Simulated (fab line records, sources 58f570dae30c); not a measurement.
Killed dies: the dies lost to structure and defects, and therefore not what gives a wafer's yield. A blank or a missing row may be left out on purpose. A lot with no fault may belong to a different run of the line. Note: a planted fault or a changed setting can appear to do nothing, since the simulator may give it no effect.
fab line records | flow berkeley_cmos170
[record] lots = 6 | wafers = 18 | last_day = 11
route steps=331 shown M3@315
lots that met no fault: from a run of the same line without faults
start_h: hours from the record's opening day to when the first of the lot's shown wafers began | wait_h: hours elapsed since this lot's preceding step | " identical to the entry in the row above | L1.1+2: a single row standing in for several wafers | - no value, or no start given | * or withheld: withheld | < > ~ a bound
route shown NAME@n: NAME is a module with steps in the file, n the number in the route of the first one | usual: mean/standard deviation taken from wafers without a fault | same: alike in all rows | chamber/n: place in a boat | sites: readings site by site | _std_site: standard deviation of those values | _edge_site: inner sites' mean taken away from outer sites' mean | radius_mm: how far each site lies from the wafer's centre | mask NAME#n: copy n | behind: the last tool/chamber to shape the wafer | hold: cause of the lot's hold/its duration in hours/its outcome | device: names the non-switching transistor (n, p or np) | end of line: at the end of the route, the tests of the same wafers | step lacking rows: just its recipe | killed: count of dies lost to structure and defects at first sort (not the wafer's yield) | map: a wafer's dies, marking killed ones x, the rest . and places with no die _
set.NAME: the setting that was run; set.NAME@STEP: the one run at that earlier step | model.NAME: the simulator's own value behind a step, which no gauge read
certain route steps with their lots: each step a table, each wafer a row
services: when a tool's chamber went out of use (start_h, in hours from the record's first day, below 0 if earlier), for how many hours, and the reason
[[steps]]
[step UCB170_M3_SOFTBAKE_06]
[recipe] resist = KrF | temp_c = 130 | time_s = 60
[step UCB170_M3_STRIP_07]
[recipe] chemistry = O2 | power_w = 400 | pressure_mtorr = 3500 | platen_temp_c = withheld | o2_flow_sccm = 400 | overash_fraction = 0.5
[usual] drypump_motor_current_A = 5.8/0.51 | oes_product_au = 0.734/0.0046 | strip_time_to_endpoint_s = 21.99/0.067
lot.wafer | tool            | chamber | start_h | wait_h | drypump_motor_current_A | oes_product_au | rf_hours_counter_h | strip_time_to_endpoint_s
L851.2    | plasma_asher-01 | 0       | 160.38  | 0.1    | 6.6                     | 0.735          | 5                  | 21.99
L851.3    | "               | 1       | "       | "      | 5.6                     | 0.741          | -                  | 21.97
L851.4    | "               | 0       | "       | "      | 6.5                     | 0.731          | -                  | 22.05
L853.1    | plasma_asher-01 | 0       | 178.85  | 0.1    | 6.6                     | 0.733          | 7                  | 21.87
L853.2    | "               | 1       | "       | "      | 5.6                     | 0.729          | 7                  | 21.88
L853.6    | "               | 0       | "       | "      | 6.5                     | 0.737          | -                  | 21.92
L857.1    | plasma_asher-01 | 1       | 183.79  | 0.1    | 5.6                     | 0.731          | 8                  | 21.96
L857.2    | "               | 0       | "       | "      | 6.5                     | 0.732          | 8                  | 21.91
L857.5    | "               | 0       | "       | "      | 6.6                     | 0.737          | -                  | 21.92
L859.3    | plasma_asher-04 | 1       | 194.27  | 0.1    | 4.8                     | 0.739          | -                  | 22.03
L859.4    | "               | 0       | "       | "      | 5.9                     | 0.735          | -                  | 22.03
L859.6    | "               | 0       | "       | "      | 5.9                     | 0.738          | -                  | 21.96
L864.3    | plasma_asher-03 | 0       | 248.29  | 0.1    | 6.1                     | 0.728          | -                  | 21.94
L864.5    | "               | 1       | "       | "      | 5.7                     | 0.733          | -                  | 22.05
L864.6    | "               | 0       | "       | "      | 6.1                     | 0.731          | -                  | 21.88
L866.1    | plasma_asher-01 | 0       | 252.87  | 0.1    | 6.6                     | 0.737          | 15                 | 21.98
L866.2    | "               | 1       | "       | "      | 5.6                     | 0.732          | 15                 | 22.02
L866.6    | "               | 1       | "       | "      | 5.7                     | 0.730          | -                  | 22.08
[step UCB170_M3_STRIP_08]
[recipe] chemistry = DMSO | temp_c = 80 | time_s = 600 | material = KrF
[step UCB170_M3_COAT_09]
[recipe] resist = BARC | temp_c = withheld | time_s = withheld | spin_rpm = 3000 | resist_thk_nm = withheld
[step UCB170_M3_COAT_10]
[recipe] resist = KrF | spin_rpm = 1500 | resist_thk_nm = 900
[step UCB170_M3_SOFTBAKE_11]
[recipe] resist = KrF | temp_c = 130 | time_s = 60
[step UCB170_M3_EXPOSE_12]
[recipe] mask_id = METAL3 | target_cd_nm = 700 | na = 0.5 | sigma_outer = 0.6 | source_shape = conventional | dose_mj = 26
[step UCB170_M3_PEB_13]
[recipe] peb_temp_c = 130 | peb_time_s = withheld | resist = KrF
[step UCB170_M3_DEVELOP_14]
[recipe] developer = TMAH | develop_time_s = 45 | resist = KrF | dev_temp_c = 19.87
[step UCB170_M3_CD_MEAS_15]
[recipe] target_cd_nm = 700
[usual] cd_nm = 700.2/1.6
lot.wafer | tool      | chamber | start_h | wait_h | cd_nm
L851.2    | cd_sem-02 | -       | 162.27  | -      | 699.6
L851.3    | "         | -       | "       | "      | 700.3
L851.4    | "         | -       | "       | "      | 699.9
L853.1    | cd_sem-02 | -       | 180.30  | -      | 700.1
L853.2    | "         | -       | "       | "      | 701.5
L853.6    | "         | -       | "       | "      | 700.6
L857.1    | cd_sem-02 | -       | 185.15  | -      | 699.3
L857.2    | "         | -       | "       | "      | 700.7
L857.5    | "         | -       | "       | "      | 700.0
L859.3    | cd_sem-02 | -       | 195.66  | -      | 702.1
L859.4    | "         | -       | "       | "      | 701.4
L859.6    | "         | -       | "       | "      | 702.7
L864.3    | cd_sem-02 | -       | 250.30  | -      | 699.8
L864.5    | "         | -       | "       | "      | 700.2
L864.6    | "         | -       | "       | "      | 700.0
L866.1    | cd_sem-02 | -       | 256.06  | -      | 701.7
L866.2    | "         | -       | "       | "      | 701.9
L866.6    | "         | -       | "       | "      | 701.4
[step UCB170_M3_OVL_MEAS_16]
[usual] M3_OVL = -3/5.8
lot.wafer | tool       | chamber | start_h | wait_h | M3_OVL[nm]
L851.2    | overlay-02 | -       | 162.38  | 0.1    | 5
L851.3    | "          | -       | "       | "      | 4
L851.4    | "          | -       | "       | "      | 8
L853.1    | overlay-02 | -       | 180.42  | 0.1    | 6
L853.2    | "          | -       | "       | "      | 10
L853.6    | "          | -       | "       | "      | 3
L857.1    | overlay-01 | -       | 185.27  | 0.1    | 0
L857.2    | "          | -       | "       | "      | -6
L857.5    | "          | -       | "       | "      | -2
L859.3    | overlay-02 | -       | 195.75  | 0.1    | 2
L859.4    | "          | -       | "       | "      | 8
L859.6    | "          | -       | "       | "      | 3
L864.3    | overlay-02 | -       | 250.39  | 0.1    | 0
L864.5    | "          | -       | "       | "      | 1
L864.6    | "          | -       | "       | "      | 4
L866.1    | overlay-02 | -       | 256.18  | 0.1    | 0
L866.2    | "          | -       | "       | "      | -4
L866.6    | "          | -       | "       | "      | -3
[step UCB170_M3_ETCH_17]
[recipe] chemistry = N2/H2 | target_depth_a = withheld | overetch_a = withheld | target = BARC | time_s = withheld | source_w = 500 | bias_w = 100 | pressure_mtorr = 30 | n2_flow_sccm = 100 | h2_flow_sccm = 200
[usual] drypump_motor_current_A = 5.6/0.51 | oes_product_au = 0.998/0.026 | throttle_valve_pct = 13.32/0.13
lot.wafer | tool        | chamber | start_h | wait_h | drypump_motor_current_A | oes_product_au | throttle_valve_pct
L851.2    | rie_diel-02 | 1       | 162.41  | 0.0    | 5.8                     | 1.039          | 13.22
L851.3    | "           | 0       | "       | "      | 4.8                     | 0.961          | 13.48
L851.4    | "           | 3       | "       | "      | 6.0                     | 0.956          | 13.46
L853.1    | rie_diel-02 | 3       | 180.45  | 0.0    | 6.0                     | 0.949          | 13.45
L853.2    | "           | 2       | "       | "      | 4.9                     | 0.998          | 13.10
L853.6    | "           | 1       | "       | "      | 5.8                     | 1.037          | 13.22
L857.1    | rie_diel-03 | 3       | 185.31  | 0.0    | 4.9                     | 1.023          | 13.47
L857.2    | "           | 1       | "       | "      | 6.0                     | 0.996          | 13.29
L857.5    | "           | 2       | "       | "      | 6.2                     | 1.006          | 13.13
L859.3    | rie_diel-01 | 1       | 195.78  | 0.0    | 5.5                     | 1.029          | 13.19
L859.4    | "           | 3       | "       | "      | 5.3                     | 1.029          | 13.20
L859.6    | "           | 3       | "       | "      | 5.3                     | 1.019          | 13.21
L864.3    | rie_diel-03 | 1       | 250.41  | 0.0    | 6.0                     | 0.981          | 13.29
L864.5    | "           | 0       | "       | "      | 5.5                     | 0.989          | 13.34
L864.6    | "           | 3       | "       | "      | 4.9                     | 1.016          | 13.47
L866.1    | rie_diel-03 | 3       | 256.21  | 0.0    | 4.9                     | 1.032          | 13.46
L866.2    | "           | 1       | "       | "      | 6.0                     | 0.976          | 13.30
L866.6    | "           | 2       | "       | "      | 6.2                     | 1.004          | 13.13
[step UCB170_M3_METAL_ETCH_18]
[recipe] chemistry = Cl2/BCl3 | target = Al | stop_on = SiO2 | pressure_mtorr = 12 | target_depth_a = 11700 | over_etch_frac = 0.3 | time_s = 195 | icp_w = 600 | bias_w = 120 | Cl2_flow_sccm = 90 | bcl3_flow_sccm = 45
[usual] bcl3_flow_sccm = 45.01/0.14 | drypump_motor_current_A = 5.3/0.32 | oes_product_au = 0.868/0.012 | throttle_valve_pct = 24.30/0.18
lot.wafer | tool         | chamber | start_h | wait_h | bcl3_flow_sccm | drypump_motor_current_A | oes_product_au | rf_hours_counter_h | throttle_valve_pct | model.KrF_of_M3_COAT_10.thk_nm | model.M3.feature_depth_nm | model.etch.depth_nm
L851.2    | rie_metal-01 | 0       | 162.45  | -      | 45.19          | 4.8                     | 0.854          | 6                  | 24.37              | 194                            | 989.1                     | 930.8
L851.3    | "            | 1       | "       | "      | 44.99          | 5.3                     | 0.876          | -                  | 24.60              | 193.2                          | 984.8                     | 926.4
L851.4    | "            | 0       | "       | "      | 45.15          | 4.8                     | 0.853          | -                  | 24.39              | 198.2                          | 972.3                     | 914
L853.1    | rie_metal-02 | 1       | 180.49  | -      | 45.07          | 5.6                     | 0.867          | 11                 | 24.11              | 188.9                          | 978.5                     | 920.5
L853.2    | "            | 0       | "       | "      | 45.16          | 5.4                     | 0.863          | 4                  | 24.21              | 220.3                          | 972.5                     | 917.2
L853.6    | "            | 1       | "       | "      | 44.94          | 5.6                     | 0.867          | -                  | 24.12              | 186.4                          | 978                       | 919.8
L857.1    | rie_metal-02 | 1       | 185.35  | -      | 45.12          | 5.6                     | 0.870          | 11                 | 24.11              | 186.1                          | 988.5                     | 930
L857.2    | "            | 0       | "       | "      | 44.99          | 5.5                     | 0.812          | 4                  | 24.22              | 416.5                          | 820.3                     | 820.3
L857.5    | "            | 0       | "       | "      | 44.95          | 5.5                     | 0.808          | -                  | 24.22              | 416.4                          | 822.9                     | 822.9
L859.3    | rie_metal-02 | 1       | 195.88  | -      | 44.96          | 5.6                     | 0.879          | -                  | 24.12              | 178.2                          | 989.3                     | 930.1
L859.4    | "            | 0       | "       | "      | 44.94          | 5.5                     | 0.809          | -                  | 24.23              | 417.1                          | 819.7                     | 819.7
L859.6    | "            | 0       | "       | "      | 45.21          | 5.5                     | 0.807          | -                  | 24.24              | 422.6                          | 809.7                     | 809.7
L864.3    | rie_metal-03 | 1       | 250.52  | -      | 44.87          | 5.8                     | 0.881          | -                  | 24.12              | 224.1                          | 986.3                     | 932
L864.5    | "            | 0       | "       | "      | 44.85          | 5.4                     | 0.859          | -                  | 24.11              | 203.5                          | 992.8                     | 936.2
L864.6    | "            | 1       | "       | "      | 44.99          | 5.7                     | 0.895          | -                  | 24.12              | 223.3                          | 993.5                     | 939.4
L866.1    | rie_metal-01 | 1       | 256.25  | -      | 44.67          | 5.3                     | 0.891          | 11                 | 24.59              | 196.7                          | 1000                      | 942.4
L866.2    | "            | 0       | "       | "      | 45.01          | 4.8                     | 0.862          | 7                  | 24.38              | 191                            | 1001                      | 942.5
L866.6    | "            | 1       | "       | "      | 44.94          | 5.3                     | 0.875          | -                  | 24.58              | 201                            | 989.4                     | 931.6
[step UCB170_M3_STRIP_19]
[recipe] chemistry = O2 | power_w = 400 | pressure_mtorr = 3500 | platen_temp_c = withheld | o2_flow_sccm = 400 | overash_fraction = 0.5
[usual] drypump_motor_current_A = 5.8/0.49 | oes_product_au = 0.531/0.016
lot.wafer | tool            | chamber | start_h | wait_h | drypump_motor_current_A | oes_product_au | rf_hours_counter_h
L851.2    | plasma_asher-04 | 1       | 162.64  | 0.1    | 4.8                     | 0.527          | 45
L851.3    | "               | 0       | "       | "      | 5.9                     | 0.524          | -
L851.4    | "               | 1       | "       | "      | 4.8                     | 0.533          | -
L853.1    | plasma_asher-03 | 0       | 180.68  | 0.1    | 6.0                     | 0.516          | 50
L853.2    | "               | 1       | "       | "      | 5.7                     | 0.546          | 50
L853.6    | "               | 1       | "       | "      | 5.7                     | 0.519          | -
L857.1    | plasma_asher-01 | 0       | 185.54  | 0.1    | 6.5                     | 0.516          | 8
L857.2    | "               | 1       | "       | "      | 5.7                     | 0.720          | 8
L857.5    | "               | 1       | "       | "      | 5.6                     | 0.727          | -
L859.3    | plasma_asher-03 | 1       | 196.04  | 0.1    | 5.7                     | 0.501          | -
L859.4    | "               | 0       | "       | "      | 6.0                     | 0.721          | -
L859.6    | "               | 1       | "       | "      | 5.7                     | 0.715          | -
L864.3    | plasma_asher-03 | 1       | 250.67  | 0.1    | 5.7                     | 0.563          | -
L864.5    | "               | 0       | "       | "      | 6.0                     | 0.536          | -
L864.6    | "               | 1       | "       | "      | 5.7                     | 0.551          | -
L866.1    | plasma_asher-03 | 0       | 256.44  | 0.1    | 6.1                     | 0.534          | 57
L866.2    | "               | 1       | "       | "      | 5.7                     | 0.520          | 57
L866.6    | "               | 1       | "       | "      | 5.7                     | 0.519          | -
[step UCB170_M3_CD_MEAS_90]
[recipe] target_cd_nm = 700
[usual] cd_nm = 700/3.3
lot.wafer | tool      | chamber | start_h | wait_h | cd_nm
L851.2    | cd_sem-02 | -       | 162.76  | 0.1    | 700
L851.3    | "         | -       | "       | "      | 705
L851.4    | "         | -       | "       | "      | 697
L853.1    | cd_sem-01 | -       | 180.78  | 0.1    | 705
L853.2    | "         | -       | "       | "      | 705
L853.6    | "         | -       | "       | "      | 703
L857.1    | cd_sem-02 | -       | 185.64  | 0.1    | 701
L857.2    | "         | -       | "       | "      | 712
L857.5    | "         | -       | "       | "      | 712
L859.3    | cd_sem-02 | -       | 196.15  | 0.1    | 703
L859.4    | "         | -       | "       | "      | 715
L859.6    | "         | -       | "       | "      | 716
L864.3    | cd_sem-01 | -       | 250.78  | 0.1    | 701
L864.5    | "         | -       | "       | "      | 704
L864.6    | "         | -       | "       | "      | 702
L866.1    | cd_sem-02 | -       | 256.54  | 0.1    | 701
L866.2    | "         | -       | "       | "      | 700
L866.6    | "         | -       | "       | "      | 700
[step UCB170_M3_BOW_MEAS_20]
[recipe] mode = bow
[usual] M3_BOW = 34/6.4
lot.wafer | tool          | chamber | start_h | wait_h | M3_BOW[um]
L851.2    | film_metro-04 | -       | 162.88  | 0.1    | 32
L851.3    | "             | -       | "       | "      | 39
L851.4    | "             | -       | "       | "      | 38
L853.1    | film_metro-03 | -       | 180.90  | 0.1    | 32
L853.2    | "             | -       | "       | "      | 29
L853.6    | "             | -       | "       | "      | 34
L857.1    | film_metro-02 | -       | 185.76  | 0.1    | 41
L857.2    | "             | -       | "       | "      | 35
L857.5    | "             | -       | "       | "      | 34
L859.3    | film_metro-04 | -       | 196.27  | 0.1    | 15
L859.4    | "             | -       | "       | "      | 30
L859.6    | "             | -       | "       | "      | 39
L864.3    | film_metro-04 | -       | 250.90  | 0.1    | 34
L864.5    | "             | -       | "       | "      | 16
L864.6    | "             | -       | "       | "      | 37
L866.1    | film_metro-02 | -       | 256.66  | 0.1    | 37
L866.2    | "             | -       | "       | "      | 31
L866.6    | "             | -       | "       | "      | 33
[step UCB170_M3_PROBE_99]
lot.wafer  | tool      | chamber | start_h | wait_h | model.etest.antenna_m2.short | model.etest.antenna_m2.over_limit | model.etest.antenna_m3.short | model.etest.antenna_m3.over_limit
L851.2+3+4 | prober-01 | -       | 163.03  | 0.1    | 0                            | 0                                 | 0                            | 0
L853.1+2+6 | prober-02 | -       | 181.02  | 0.1    | 0                            | 0                                 | 0                            | 0
L857.1     | prober-01 | -       | 185.88  | 0.1    | 0                            | 0                                 | 0                            | 0
L857.2+5   | prober-01 | -       | 185.93  | 0.1    | 1                            | 1                                 | 1                            | 1
L859.3     | prober-01 | -       | 196.45  | 0.2    | 0                            | 0                                 | 0                            | 0
L859.4+6   | prober-01 | -       | 196.50  | 0.2    | 1                            | 1                                 | 1                            | 1
L864.3+5+6 | prober-02 | -       | 251.08  | 0.2    | 0                            | 0                                 | 0                            | 0
L866.1+2+6 | prober-01 | -       | 256.78  | 0.1    | 0                            | 0                                 | 0                            | 0
// killed by level:class
L851.2 ACTIVE:geometric_particle:short=1 GATE:geometric_particle:short=1 M3:geometric_particle:short=1
L851.3 START:geometric_particle:open=1 GATE:geometric_particle:short=1 M3:geometric_particle:open=1
L851.4 WELLDRIVE:geometric_particle:open=1
L853.1 FIELD:geometric_particle:open=1 SILICIDE:geometric_particle:open=1
L853.2 GATE:geometric_particle:open=2 SPACER:geometric_particle:short=1 CONTACT:geometric_particle:short=1
L853.6 GATE:geometric_particle:short=1 SPACER:geometric_particle:short=1 M1:geometric_particle:short=1 M3:geometric_particle:short=1
L864.3 M1:geometric_particle:open=1 STARTING-WAFER:geometric_particle:open=1
L864.5 SILICIDE:geometric_particle:open=1
L864.6 START:geometric_particle:open=1 NWELL:geometric_particle:short=1 SPACER:geometric_particle:short=1 SILICIDE:geometric_particle:short=1
L866.1 GATE:geometric_particle:short=2 GATE:geometric_particle:open=1 M2:geometric_particle:open=1 M2:coat_microbubble_printed=1
L866.2 M2:coat_microbubble_printed=2 GATE:geometric_particle:open=1 SPACER:geometric_particle:open=1 M2:geometric_particle:short=1 M3:geometric_particle:short=1 ACTIVE:area_etch=1
L866.6 SACOX:geometric_particle:open=1 M1:geometric_particle:short=1
[[services]]
tool            | chamber | start_h | hours | kind
rie_diel-03     | 1       | 140.91  | -     | clean
rie_diel-03     | 1       | 140.91  | 22.5  | scheduled_down
rie_diel-03     | 1       | 140.91  | 22.5  | vent_cycle
rie_diel-02     | 2       | 150.33  | 22.4  | repair
rie_diel-02     | 1       | 156.60  | 2.7   | repair
rie_diel-03     | 2       | 163.41  | -     | clean
rie_diel-03     | 2       | 163.41  | 20.3  | scheduled_down
rie_diel-03     | 2       | 163.41  | 20.3  | vent_cycle
rie_diel-03     | 0       | 183.93  | 8.8   | repair
rie_metal-01    | -       | 197.57  | 2.8   | pm
plasma_asher-03 | -       | 199.30  | 2.3   | repair
rie_metal-02    | 1       | 199.73  | 9.6   | repair
rie_diel-01     | 3       | 201.17  | 7.2   | repair
rie_metal-03    | 1       | 256.26  | 1.2   | repair
[[key]]
[first_sign] step = UCB170_M3_METAL_ETCH_18 | reading = oes_product_au | direction = down | sigmas = 5 | usual = 0.868 | struck = 0.809
[effect] step = UCB170_M3_STRIP_19 | reading = oes_product_au | direction = up | sigmas = 12 | usual = 0.531 | struck = 0.721
[effect] step = UCB170_M3_CD_MEAS_90 | reading = cd_nm | direction = up | sigmas = 4.1 | usual = 700 | struck = 714
[model_effect] step = UCB170_M3_METAL_ETCH_18 | value = KrF_of_M3_COAT_10.thk_nm | without = 217.3 | struck = 418.2
[model_effect] step = UCB170_M3_PROBE_99 | value = etest.antenna_m2.short | without = 0 | struck = 1
met_at UCB170_M3_METAL_ETCH_18
struck_wafers L857.2,L857.5,L859.4,L859.6
later_rows_left_out L857.2,L857.5,L859.4,L859.6
sort_left_out L857.2,L857.5,L859.4,L859.6
onset_between 180.49 185.35
[fault] kind = process_parameter_drift | tool = rie_metal-02 | chamber = 0 | onset_h = 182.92 | steps = UCB170_M3_METAL_ETCH_18 | channel = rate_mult | offset = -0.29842 | shape = step | end_h = 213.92
// sort_left_out: the simulated sort isn't trusted on such a fault, so these wafers' sort isn't shown, and their yield isn't known
// later_rows_left_out: the simulator's readings of these wafers behind a module that went badly wrong aren't trusted and aren't shown, but for the sort
